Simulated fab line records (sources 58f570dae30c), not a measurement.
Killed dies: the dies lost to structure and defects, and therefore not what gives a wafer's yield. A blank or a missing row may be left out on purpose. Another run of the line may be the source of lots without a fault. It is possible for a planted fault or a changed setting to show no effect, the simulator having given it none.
Split-lot trial ; flow berkeley cmos170 ; route with 331 steps; 5 lots, 23 wafers read

## ON THE SPLIT
At UCB170_V2_ETCH_14 (etches SiO2 in CHF3/CF4/Ar, stops on Al, target depth 1250 nm, time 291 s), the setting time s was moved away from the recipe's 291 s on 8 of the 23 wafers read, by -11.4% to -5.0%. The other wafers ran this setting at the recipe's value.

The split's own step is where the reading is taken.

## THE READING
oes product au, in a.u., at UCB170_V2_ETCH_14 (etches SiO2 in CHF3/CF4/Ar, stops on Al, target depth 1250 nm, time 291 s). Typical for fault-free wafers on this fab line: 0.874 a.u., with standard deviation 0.013 a.u.

wafer;tool, chamber at the split;time s as run, s;against the recipe;oes product au, a.u.;against lot-mates on the recipe
L074.2;rie diel-03, 3;291;recipe;0.878;-
L074.4;rie diel-03, 2;291;recipe;0.885;-
L074.5;rie diel-03, 1;291;recipe;0.890;-
L078.1;rie diel-03, 2;257.7;-11.4%;0.949;+0.073
L078.2;rie diel-03, 1;257.7;-11.4%;0.956;+0.080
L078.3;rie diel-03, 3;291;recipe;0.867;-
L078.4;rie diel-03, 0;291;recipe;0.871;-
L078.6;rie diel-03, 1;291;recipe;0.891;-
L079.1;rie diel-03, 2;272.7;-6.3%;0.913;+0.035
L079.2;rie diel-03, 0;272.7;-6.3%;0.896;+0.018
L079.3;rie diel-03, 3;291;recipe;0.868;-
L079.4;rie diel-03, 1;272.7;-6.3%;0.923;+0.045
L079.6;rie diel-03, 1;291;recipe;0.888;-
L085.1;rie diel-04, 3;291;recipe;0.878;-
L085.2;rie diel-04, 0;291;recipe;0.867;-
L085.3;rie diel-04, 2;276.5;-5.0%;0.877;+0.004
L085.4;rie diel-04, 1;276.5;-5.0%;0.918;+0.045
L085.5;rie diel-04, 2;276.5;-5.0%;0.880;+0.007
L082.1;rie diel-02, 3;291;recipe;0.881;-
L082.3;rie diel-02, 1;291;recipe;0.875;-
L082.4;rie diel-02, 0;291;recipe;0.861;-
L082.5;rie diel-02, 2;291;recipe;0.866;-
L082.6;rie diel-02, 3;291;recipe;0.876;-

FIT RESULTS
A straight line over all 23 wafers: oes product au changes by -0.00598 a.u. for each +1% of time s; r = -0.88; the points scatter about the line by 0.013 a.u.
The same after taking each lot's own level away (the mean of its wafers on the recipe; 23 wafers): -0.00599 a.u. for each +1%; r = -0.89; scatter 0.012 a.u.
Per that fit: largest time s move, reading shift of 0.069 a.u.
Measured against the standard deviation above, the lots' own levels, which go from 0.8718 to 0.8843 a.u., span 1.0 times it.
The two slopes are in agreement: the lot-to-lot level therefore moves the slope only a little.
Check: +0.0648 a.u. against its lot-mates is what the line predicts for one of the wafers moved furthest among these (-11.4%) when that wafer is left out of the fit. Against them it came out at +0.0727 a.u.
Tool readings at the split's step, against how far the setting was moved: oes product au r = -0.88.

## OTHER SPLITS ON THESE WAFERS
Note: prior to the reading, these wafers also went through further splits. Each is held against what the fit with the lots' levels taken away leaves over:
other split on the same wafers;wafers away from the commonest value;r with oes product au (lot level and that fit taken away)
UCB170_V1_EXPOSE_09 dose mj;10;+0.17
UCB170_V1_ETCH_14 time s;5;-0.01
UCB170_M2_METAL_ETCH_18 time s;11;-0.11

## THE WHOLE CHAIN: every reading that the file lists as answering this split, in the file's order
step;what it does;reading;change (the file's fit);r (the file's)
UCB170_V2_ETCH_14;etches SiO2 in CHF3/CF4/Ar, stops on Al, target depth 1250 nm, time 291 s;oes product au;-0.00597 a.u. for each +1% of the setting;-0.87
UCB170_V2_ETCH_14;etches SiO2 in CHF3/CF4/Ar, stops on Al, target depth 1250 nm, time 291 s;KrF_of_V2_COAT_07.thk nm (the simulator's own value, which no gauge read);-2.76 nm for each +1% of the setting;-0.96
UCB170_V2_STRIP_15;strips in O2;strip time to endpoint s;withheld for each +1% of the setting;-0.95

## THE FILE'S OWN FIT
oes product au changes by -0.00597 a.u. for each +1% of time s, r = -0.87.
